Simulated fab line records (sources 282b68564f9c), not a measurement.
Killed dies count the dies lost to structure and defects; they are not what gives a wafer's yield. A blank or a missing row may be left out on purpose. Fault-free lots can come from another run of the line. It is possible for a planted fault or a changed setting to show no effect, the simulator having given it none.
A lot that was struck, set against a sound lot + flow ritCmos + 21 out of 202 route steps
Sound: the wafers L275.1, L275.3, L275.6. Struck: wafers L283.2, L283.3, L283.5. The cause is named last.
For every step that has rows: the tool of each side, followed by ch and its chambers, followed by its first start. Under that, the readings that differ: sound wafers + struck wafers + difference of the means + sigmas: that difference in standard deviations of wafers without a fault.
alike: words and numbers the same on both sides, and readings whose means are apart by under 2 such deviations; not compared: readings that were withheld, readings missing a value for some wafer, numbers with overlapping values and no deviation given by the record, and bounds like >300 which may hide the same value.
The two part at a step that has a row with sigmas, a row that says differs or no value, or rows on one side only. Non-overlapping numbers with no deviation appear without sigmas and do not part them. A reading missing from all wafers of one side parts the sides only when that side holds two or more wafers.

first, 6 steps without rows for these wafers: RIT_NSD_HMDS_00 (prime time 60 s); RIT_NSD_COAT_01 (resist thk 1000 nm); RIT_NSD_SOFTBAKE_02 (time 60 s); RIT_NSD_EXPOSE_03 (exposes mask M9, target cd 40700 nm); RIT_NSD_PEB_04; RIT_NSD_DEVELOP_05 (develop time 50 s).
RIT_NSD_OVL_MEAS_06:
  sound: overlay-02 at day 3 04:17; struck: overlay-01 at day 4 19:52
  alike: NSD_OVL
then, 2 steps without rows for these wafers: RIT_NSD_HARDBAKE_07 (time 60 s); RIT_NSD_IMPLANT_08.
RIT_NSD_STRIP_09: strips in O2, time 180 s.
  sound on plasmaAsher-03 ch 0, day 3 04:37; struck on plasmaAsher-03 ch 1, day 4 20:11
  alike: drypumpMotorCurrentA
  not compared: rfHoursCounterH
RIT_NSD_TW_MEAS_10:
  sound: filmMetro-01 at day 3 04:47; struck: filmMetro-02 at day 4 20:23
  alike: NSD_TW
then, 1 step without rows for these wafers: RIT_PSD_HMDS_00 (prime time 60 s).
RIT_PSD_COAT_01: resist thk 1000 nm.
  sound on lithoTrack-02 ch 0, day 3 05:00; struck on lithoTrack-02 ch 0, day 4 20:36
| reading                                 | sound                | struck               | difference | sigmas      |
|-----------------------------------------|----------------------|----------------------|------------|-------------|
| spinSpeedRpm (rpm)                      | 3247.5 3252.6 3250.1 | 4145.0 4145.1 4147.2 | +895.7     | +99 or more |
| model.NOVOLAK_of_PSD_COAT_01.thkNm (nm) | 997.9 994.7 994.3    | 883.5 885.7 886.6    | -110.4     |             |
  alike: chillPlateTempC
then, 4 steps without rows for these wafers: RIT_PSD_SOFTBAKE_02 (time 60 s); RIT_PSD_EXPOSE_03 (exposes mask M10, target cd 40900 nm); RIT_PSD_PEB_04; RIT_PSD_DEVELOP_05 (develop time 50 s).
RIT_PSD_OVL_MEAS_06:
  sound: overlay-02 at day 3 05:42; struck: overlay-02 at day 4 21:17
  alike: PSD_OVL
RIT_PSD_HARDBAKE_07: time 60 s.
  sound on lithoTrack-02 ch 0, day 3 05:44; struck on lithoTrack-02 ch 0, day 4 21:20
| reading                                 | sound           | struck            | difference | sigmas |
|-----------------------------------------|-----------------|-------------------|------------|--------|
| model.NOVOLAK_of_PSD_COAT_01.thkNm (nm) | 882 879.1 878.8 | 781.8 783.8 784.5 | -96.6      |        |
  alike: chillPlateTempC
then, 1 step without rows for these wafers: RIT_PSD_IMPLANT_08.
RIT_M1_PROBE_99:
  the record has rows for the struck wafers here (prober-01, day 5 06:07) and none for the sound ones

== WHERE THEY PART ==
Last at RIT_M1_PROBE_99 as far as this record goes, first at RIT_PSD_COAT_01.

WHY: what the simulator had put in
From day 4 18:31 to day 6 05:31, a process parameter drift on lithoTrack-02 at RIT_PSD_COAT_01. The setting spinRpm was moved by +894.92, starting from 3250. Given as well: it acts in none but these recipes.
